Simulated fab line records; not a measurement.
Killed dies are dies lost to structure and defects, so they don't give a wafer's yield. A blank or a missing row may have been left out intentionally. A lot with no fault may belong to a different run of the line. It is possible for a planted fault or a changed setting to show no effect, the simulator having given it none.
fab line records ; flow rit_cmos
record lots=5; wafers=15; last_day=7
route steps=202 shown GATE@77 FOX2@80 M1@202
lots that met no fault: taken from a fault-free run of the same line
start_h: start of the lot's first displayed wafer, in hours after the record's first day ; wait_h: time in hours since the lot's previous step ; " the same as in the row above ; L1.1+2: a row that stands for several wafers ; - either no value or no given start ; * or withheld: withheld ; < > ~ a bound
route shown NAME@n: names a module that has steps shown in the file, with the first one's number in the route ; usual: the fault-free wafers' mean and standard deviation ; same: alike in all rows ; chamber/n: place in a boat ; sites: the reading at each site ; _std_site: how widely they spread, as a standard deviation ; _edge_site: outer sites' mean less inner sites' ; radius_mm: for every site, how far away it sits from the centre of the wafer ; mask NAME#n: copy n ; behind: tool/chamber where the wafer was last shaped ; hold: why the lot was held/for how many hours/how that ended ; device: the n, p or np transistor that did not switch ; end of line: at the end of the route, the tests of the same wafers ; a step given without rows: its recipe and nothing more ; killed: dies lost to structure and defects at the first sort, not the wafer's yield ; map: a wafer's dies, marking killed ones x, the rest . and places with no die _
set.NAME: the run value of the setting; set.NAME@STEP: its run value at that earlier step ; model.NAME: the simulator's own value behind a step, which no gauge read
lots at some steps of the route; a table a step, a row a wafer
services: a tool's chamber out of use, with start hour (start_h, from the record's first day; less than 0 if before it), hours out, and reason
## steps
# step RIT_GATE_CLEAN_02
# recipe chemistry=dHF; dilution=50:1; time_s=30
# step RIT_GATE_CLEAN_03
# recipe chemistry=SC2; mix=3:3:50; time_s=600; temp_c=75; dry=n2_spin
# step RIT_GATE_CLEAN_04
# recipe chemistry=dHF; dilution=50:1; time_s=60; dry=n2_spin
# step RIT_FOX2_THK_MEAS_91
# recipe reads=SiO2_of_FOX2_OXIDATION_00
# usual FIELD_OXIDE_LEFT_2_THK=255/7.2
lot.wafer;tool;chamber;start_h;wait_h;FIELD_OXIDE_LEFT_2_THK[nm]
L371.1;film_metro-04;-;48.28;0.0;259
L371.4;film_metro-04;-;48.28;0.0;259
L371.6;film_metro-04;-;48.28;0.0;265
L376.3;film_metro-03;-;72.78;0.0;251
L376.5;film_metro-03;-;72.78;0.0;252
L376.6;film_metro-03;-;72.78;0.0;252
L377.1;film_metro-04;-;78.87;0.0;249
L377.3;film_metro-04;-;78.87;0.0;247
L377.5;film_metro-04;-;78.87;0.0;250
L386.1;film_metro-04;-;122.72;0.0;255
L386.2;film_metro-04;-;122.72;0.0;261
L386.4;film_metro-04;-;122.72;0.0;251
L389.1;film_metro-01;-;138.10;0.0;238
L389.3;film_metro-01;-;138.10;0.0;246
L389.5;film_metro-01;-;138.10;0.0;245
# step RIT_GATE_OXIDATION_05
# recipe temp_c=900; ambient=O2; target_thk_a=30; ox_time_s=270
# step RIT_GATE_ANNEAL_06
# recipe temp_c=900; time_s=600; ambient=N2O
# step RIT_GATE_THK_MEAS_07
# recipe reads=SiO2_of_GATE_OXIDATION_05
# usual GATE_OXIDE_THK=3.00/0.054
lot.wafer;tool;chamber;start_h;wait_h;GATE_OXIDE_THK[nm]
L371.1;film_metro-03;-;49.76;0.0;2.99
L371.4;film_metro-03;-;49.76;0.0;2.97
L371.6;film_metro-03;-;49.76;0.0;2.95
L376.3;film_metro-03;-;74.77;0.0;2.99
L376.5;film_metro-03;-;74.77;0.0;2.98
L376.6;film_metro-03;-;74.77;0.0;3.09
L377.1;film_metro-04;-;80.25;0.0;2.91
L377.3;film_metro-04;-;80.25;0.0;2.87
L377.5;film_metro-04;-;80.25;0.0;3.00
L386.1;film_metro-03;-;124.11;0.0;2.98
L386.2;film_metro-03;-;124.11;0.0;3.03
L386.4;film_metro-03;-;124.11;0.0;2.96
L389.1;film_metro-03;-;139.49;0.0;2.97
L389.3;film_metro-03;-;139.49;0.0;2.89
L389.5;film_metro-03;-;139.49;0.0;2.96
# step RIT_GATE_CVD_08
# recipe material=poly-Si; target_thk_nm=250; temp_c=610; precursor=SiH4; time_s=2220; pressure_mtorr=300; sih4_flow_sccm=97.58
# step RIT_GATE_THK_MEAS_09
# recipe reads=poly-Si_of_GATE_CVD_08
# usual GATE_POLY_THK=244.1/2
lot.wafer;tool;chamber;start_h;wait_h;GATE_POLY_THK[nm]
L371.1;film_metro-01;-;52.25;0.0;242.1
L371.4;film_metro-01;-;52.25;0.0;243.8
L371.6;film_metro-01;-;52.25;0.0;245.4
L376.3;film_metro-01;-;76.45;0.0;246.4
L376.5;film_metro-01;-;76.45;0.0;246.2
L376.6;film_metro-01;-;76.45;0.0;244.6
L377.1;film_metro-04;-;81.93;0.0;244.5
L377.3;film_metro-04;-;81.93;0.0;243.5
L377.5;film_metro-04;-;81.93;0.0;243.9
L386.1;film_metro-03;-;128.97;0.0;241.7
L386.2;film_metro-03;-;128.97;0.0;242.0
L386.4;film_metro-03;-;128.97;0.0;243.1
L389.1;film_metro-03;-;143.82;0.0;247.8
L389.3;film_metro-03;-;143.82;0.0;246.6
L389.5;film_metro-03;-;143.82;0.0;245.5
# step RIT_GATE_HMDS_10
# recipe prime_time_s=60; prime_temp_c=140
# step RIT_GATE_COAT_11
# recipe resist=NOVOLAK; spin_rpm=4250; resist_thk_nm=850
# step RIT_GATE_SOFTBAKE_12
# recipe resist=NOVOLAK; temp_c=90; time_s=60
# step RIT_GATE_EXPOSE_13
# recipe mask_id=M6; na=0.6; source_shape=conventional; sigma_outer=0.6; target_cd_nm=150; dose_mj=386.6
# usual stage_vel_mm_s=499.96/0.25
# same sigma_outer=0.6
lot.wafer;tool;chamber;start_h;wait_h;mask;stage_vel_mm_s
L371.1;iline_stepper-01;0;52.76;0.1;M6#0;499.78
L371.4;iline_stepper-01;0;52.76;0.1;M6#0;500.05
L371.6;iline_stepper-01;0;52.76;0.1;M6#0;499.89
L376.3;iline_stepper-02;0;77.20;0.3;M6_R1#0;499.67
L376.5;iline_stepper-02;0;77.20;0.3;M6_R1#0;499.71
L376.6;iline_stepper-02;0;77.20;0.3;M6_R1#0;499.81
L377.1;iline_stepper-02;0;82.44;0.1;M6#0;499.90
L377.3;iline_stepper-02;0;82.44;0.1;M6#0;499.71
L377.5;iline_stepper-02;0;82.44;0.1;M6#0;500.13
L386.1;iline_stepper-01;0;129.61;0.2;M6#0;499.87
L386.2;iline_stepper-01;0;129.61;0.2;M6#0;499.72
L386.4;iline_stepper-01;0;129.61;0.2;M6#0;500.12
L389.1;iline_stepper-01;0;144.69;0.2;M6#0;499.87
L389.3;iline_stepper-01;0;144.69;0.2;M6#0;500.27
L389.5;iline_stepper-01;0;144.69;0.2;M6#0;500.14
# step RIT_GATE_PEB_14
# recipe resist=NOVOLAK; temp_c=withheld; time_s=withheld
# step RIT_GATE_DEVELOP_15
# recipe resist=NOVOLAK; develop_time_s=50; dev_temp_c=23
# step RIT_GATE_CD_MEAS_16
# recipe target_cd_nm=150
# usual cd_nm=150.4/2.2
lot.wafer;tool;chamber;start_h;wait_h;cd_nm
L371.1;cd_sem-02;-;53.16;-;153.0
L371.4;cd_sem-02;-;53.16;-;151.5
L371.6;cd_sem-02;-;53.16;-;153.7
L376.3;cd_sem-01;-;77.71;-;167.5
L376.5;cd_sem-01;-;77.71;-;168.4
L376.6;cd_sem-01;-;77.71;-;164.6
L377.1;cd_sem-01;-;82.84;-;150.5
L377.3;cd_sem-01;-;82.84;-;150.0
L377.5;cd_sem-01;-;82.84;-;150.3
L386.1;cd_sem-02;-;130.01;-;150.7
L386.2;cd_sem-02;-;130.01;-;150.3
L386.4;cd_sem-02;-;130.01;-;150.3
L389.1;cd_sem-01;-;145.09;-;153.2
L389.3;cd_sem-01;-;145.09;-;151.0
L389.5;cd_sem-01;-;145.09;-;151.7
# step RIT_GATE_OVL_MEAS_17
# usual GATE_OVL=0.2/1.3
lot.wafer;tool;chamber;start_h;wait_h;GATE_OVL[nm]
L371.1;overlay-02;-;53.28;0.1;-1.6
L371.4;overlay-02;-;53.28;0.1;-0.7
L371.6;overlay-02;-;53.28;0.1;-1.6
L376.3;overlay-02;-;77.80;0.1;2.3
L376.5;overlay-02;-;77.80;0.1;1.7
L376.6;overlay-02;-;77.80;0.1;3.7
L377.1;overlay-02;-;82.96;0.1;1.2
L377.3;overlay-02;-;82.96;0.1;-1.0
L377.5;overlay-02;-;82.96;0.1;0.9
L386.1;overlay-01;-;130.13;0.1;-0.2
L386.2;overlay-01;-;130.13;0.1;1.0
L386.4;overlay-01;-;130.13;0.1;-0.9
L389.1;overlay-02;-;145.21;0.1;-0.6
L389.3;overlay-02;-;145.21;0.1;0.8
L389.5;overlay-02;-;145.21;0.1;0.8
# step RIT_GATE_HARDBAKE_18
# recipe resist=NOVOLAK; temp_c=140; time_s=60
# step RIT_GATE_ETCH_19
# recipe chemistry=SF6/CHF3/O2; time_s=165; SF6_flow_sccm=30; CHF3_flow_sccm=30; O2_flow_sccm=5; target=poly-Si; pressure_mtorr=40; rf_w=160; target_depth_a=3125; over_etch_frac=0.25; stop_on=SiO2
# usual SF6_flow_sccm=30.00/0.086; drypump_motor_current_A=5.4/0.54; oes_product_au=0.831/0.012; throttle_valve_pct=10.30/0.11
# same over_etch_frac=0.25
lot.wafer;tool;chamber;start_h;wait_h;SF6_flow_sccm;drypump_motor_current_A;oes_product_au;rf_hours_counter_h;throttle_valve_pct;model.GATE.cd_nm
L371.1;rie_si-01;0;53.47;0.1;30.09;6.6;0.827;56;10.53;153
L371.4;rie_si-01;2;53.47;0.1;29.80;5.8;0.825;47;10.26;151.8
L371.6;rie_si-01;0;53.47;0.1;30.07;6.6;0.827;-;10.50;153.4
L376.3;rie_si-02;0;77.97;0.1;29.98;5.5;0.838;8;10.16;168
L376.5;rie_si-02;2;77.97;0.1;29.97;5.2;0.850;-;10.29;168.4
L376.6;rie_si-02;3;77.97;0.1;29.91;4.9;0.816;-;10.39;164.9
L377.1;rie_si-02;1;83.16;0.1;30.00;4.9;0.818;85;10.27;150.2
L377.3;rie_si-02;3;83.16;0.1;30.07;5.0;0.825;32;10.37;150.2
L377.5;rie_si-02;1;83.16;0.1;30.07;5.0;0.817;-;10.27;150.1
L386.1;rie_si-02;0;130.31;0.1;29.95;5.5;0.834;8;10.17;150.8
L386.2;rie_si-02;1;130.31;0.1;29.99;5.0;0.817;85;10.26;149.9
L386.4;rie_si-02;2;130.31;0.1;29.98;5.2;0.842;144;10.26;150.4
L389.1;rie_si-01;1;145.39;0.1;30.07;5.1;0.857;0;10.17;153.2
L389.3;rie_si-01;2;145.39;0.1;29.93;5.8;0.829;48;10.25;151.1
L389.5;rie_si-01;3;145.39;0.1;29.85;4.9;0.844;-;10.39;151.6
# step RIT_GATE_STRIP_20
# recipe chemistry=O2; time_s=180; resist=NOVOLAK; platen_temp_c=withheld; power_w=500; pressure_mtorr=4000; o2_flow_sccm=4000
# usual drypump_motor_current_A=5.8/0.5
lot.wafer;tool;chamber;start_h;wait_h;drypump_motor_current_A;rf_hours_counter_h
L371.1;plasma_asher-03;0;53.57;0.1;6.5;27
L371.4;plasma_asher-03;0;53.57;0.1;6.5;-
L371.6;plasma_asher-03;1;53.57;0.1;5.7;-
L376.3;plasma_asher-01;1;78.14;0.1;5.2;-
L376.5;plasma_asher-01;0;78.14;0.1;5.3;-
L376.6;plasma_asher-01;1;78.14;0.1;5.2;-
L377.1;plasma_asher-03;1;83.27;0.1;5.7;30
L377.3;plasma_asher-03;1;83.27;0.1;5.7;-
L377.5;plasma_asher-03;0;83.27;0.1;6.5;-
L386.1;plasma_asher-01;1;130.42;0.1;5.2;1
L386.2;plasma_asher-01;0;130.42;0.1;5.3;1
L386.4;plasma_asher-01;0;130.42;0.1;5.3;-
L389.1;plasma_asher-03;1;145.50;0.1;5.7;37
L389.3;plasma_asher-03;1;145.50;0.1;5.7;-
L389.5;plasma_asher-03;1;145.50;0.1;5.7;-
# step RIT_M1_PROBE_99
# usual killed_at_contacts=0.1/0.31; killed_at_front_end=6.3/3; killed_dies=6.4/3; killed_open=3/1.9; killed_short=3.4/1.9
# same gross_dies=264; killed_at_M0_to_M3=0; killed_at_M4_up=0; killed_at_back_side=0; killed_at_other=0
lot.wafer;tool;chamber;start_h;wait_h;killed_at_contacts;killed_at_front_end;killed_dies;killed_open;killed_short;model.etest.pmos_0p3.r_on_ohm_um;model.etest.pmos_0p15.r_on_ohm_um;model.etest.pmos_turned.r_on_ohm_um;model.etest.nmos_0p15.r_on_ohm_um;model.etest.nmos_0p3.r_on_ohm_um;model.etest.nmos_0p15.drive_ua_um;model.etest.pmos_0p15.drive_ua_um;model.etest.nmos_turned.drive_ua_um
L371.1;prober-02;-;73.55;0.1;0;7;7;5;2;6184;2777;3376;1129;2139;467.4;254.1;342.3
L371.4;prober-02;-;73.70;0.2;0;13;13;9;4;6127;2730;3309;1123;2109;476.1;262.5;349.7
L371.6;prober-02;-;73.80;0.2;0;1;1;0;1;6342;2855;3490;1173;2196;460.6;247.9;335.1
L376.3;prober-01;-;97.69;0.2;0;6;6;1;5;6612;3097;3681;1232;2242;405.9;221.4;310.9
L376.5;prober-01;-;97.79;0.2;0;13;13;6;5;6536;3074;3656;1207;2228;408.9;223.1;311.3
L376.6;prober-01;-;97.84;0.2;0;6;6;4;2;6615;3037;3604;1211;2244;414.1;227.3;317.4
L377.1;prober-02;-;104.16;0.1;1;5;6;3;3;6141;2695;3341;1109;2118;475.5;261.7;333.5
L377.3;prober-02;-;104.26;0.2;1;8;9;6;3;6047;2653;3254;1088;2078;482.4;267;338.8
L377.5;prober-02;-;104.36;0.2;0;7;7;5;2;6148;2717;3346;1124;2140;476.2;262.6;330.8
L386.1;prober-01;-;152.63;0.1;1;4;5;3;2;6364;2802;3444;1117;2161;464.8;250.6;336
L386.2;prober-01;-;152.68;0.1;0;6;6;3;3;6308;2782;3436;1130;2148;467.8;254;337.3
L386.4;prober-01;-;152.78;0.2;1;8;9;6;3;6289;2779;3409;1139;2168;467.6;255.1;338.9
L389.1;prober-02;-;170.99;0.1;0;11;11;6;5;6318;2868;3575;1170;2177;461;246.7;309.2
L389.3;prober-02;-;171.09;0.2;0;9;9;6;3;6210;2776;3488;1153;2161;475.9;256.8;319.5
L389.5;prober-02;-;171.19;0.2;0;5;5;1;4;6212;2825;3495;1154;2150;464;255.9;313
# killed by level:class
L371.1 REOX:geometric_particle:open=3 GATE:geometric_particle:open=2 GATE:geometric_particle:short=1 REOX:geometric_particle:short=1
L371.4 FOX1:geometric_particle:open=2 GATE:geometric_particle:open=2 GATE:geometric_particle:short=2 REOX:geometric_particle:open=2 SPACER:geometric_particle:open=2 REOX:geometric_particle:short=1 SILICIDE:geometric_particle:open=1 SILICIDE:geometric_particle:short=1
L371.6 FOX2:geometric_particle:short=1
L376.3 FOX1:geometric_particle:short=2 REOX:geometric_particle:short=2 FOX2:geometric_particle:open=1 SPACER:geometric_particle:short=1
L376.5 GATE:geometric_particle:open=3 REOX:geometric_particle:open=2 SPACER:geometric_particle:short=2 NLDD:coat_microbubble_printed=2 FOX2:geometric_particle:open=1 GATE:geometric_particle:short=1 SILICIDE:geometric_particle:short=1 REOX:geometric_particle:short=1
L376.6 SPACER:geometric_particle:open=4 FOX2:geometric_particle:short=1 REOX:geometric_particle:short=1
L377.1 SPACER:geometric_particle:open=2 SPACER:geometric_particle:short=2 GATE:geometric_particle:open=1 CONTACT:geometric_particle:short=1
L377.3 GATE:geometric_particle:open=5 GATE:geometric_particle:short=1 REOX:geometric_particle:short=1 REOX:geometric_particle:open=1 CONTACT:geometric_particle:short=1
L377.5 GATE:geometric_particle:short=2 GATE:geometric_particle:open=2 SPACER:geometric_particle:open=2 FOX1:geometric_particle:open=1
L386.1 GATE:geometric_particle:short=2 GATE:geometric_particle:open=1 SILICIDE:geometric_particle:open=1 CONTACT:geometric_particle:open=1
L386.2 GATE:geometric_particle:short=3 GATE:geometric_particle:open=3
L386.4 GATE:geometric_particle:open=3 FOX1:geometric_particle:open=1 FOX2:geometric_particle:short=1 REOX:geometric_particle:open=1 REOX:geometric_particle:short=1 SPACER:geometric_particle:open=1 CONTACT:geometric_particle:short=1
L389.1 SPACER:geometric_particle:open=3 FOX2:geometric_particle:short=2 REOX:geometric_particle:open=2 SPACER:geometric_particle:short=2 GATE:geometric_particle:short=1 SILICIDE:geometric_particle:open=1
L389.3 SPACER:geometric_particle:open=3 GATE:geometric_particle:short=1 GATE:geometric_particle:open=1 REOX:geometric_particle:short=1 REOX:geometric_particle:open=1 SPACER:geometric_particle:short=1 SILICIDE:geometric_particle:open=1
L389.5 GATE:geometric_particle:short=3 GATE:geometric_particle:open=1 REOX:geometric_particle:short=1
## services
tool;chamber;start_h;hours;kind
iline_stepper-02;-;35.18;1.7;pm
rie_si-01;-;81.76;5.2;repair
rie_si-01;1;90.24;-;clean
rie_si-01;1;90.24;17.0;scheduled_down
rie_si-01;1;90.24;17.0;vent_cycle
iline_stepper-01;-;91.27;1.7;pm
plasma_asher-01;-;98.54;2.8;pm
plasma_asher-01;-;108.75;9.0;pm
plasma_asher-01;0;108.75;9.5;vent_cycle
plasma_asher-01;1;108.75;9.5;vent_cycle
plasma_asher-01;-;109.09;9.1;repair
plasma_asher-01;0;117.75;-;clean
plasma_asher-01;1;117.75;-;clean
rie_si-01;2;127.57;4.7;repair
rie_si-01;0;135.67;13.0;repair
rie_si-02;2;139.63;-;clean
rie_si-02;2;139.63;24.3;scheduled_down
rie_si-02;2;139.63;24.3;vent_cycle
## key
first_sign step=RIT_GATE_EXPOSE_13; reading=mask; direction=changed
effect step=RIT_GATE_CD_MEAS_16; reading=cd_nm; direction=up; sigmas=7.4; usual=150.4; struck=166.8
model_effect step=RIT_GATE_ETCH_19; value=GATE.cd_nm; without=152.1; struck=167.1
model_effect step=RIT_M1_PROBE_99; value=etest.pmos_0p3.r_on_ohm_um; without=6238; struck=6588
met_at RIT_GATE_EXPOSE_13
struck_wafers L376.3,L376.5,L376.6
tester_left_out L376
fault kind=wrong_mask; tool=any; chamber=-; onset_h=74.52; steps=RIT_GATE_EXPOSE_13; aux_copy=M6_R1#0; cd_offset_nm=15; scope=struck_lots_only
# tester_left_out: of these lots the tester's yield and bins aren't shown, on N5 and GAA mostly nor the transistor test; their killed dies are dies lost to structure and defects alone, not to doping, threshold or leakage, so they don't give the yield
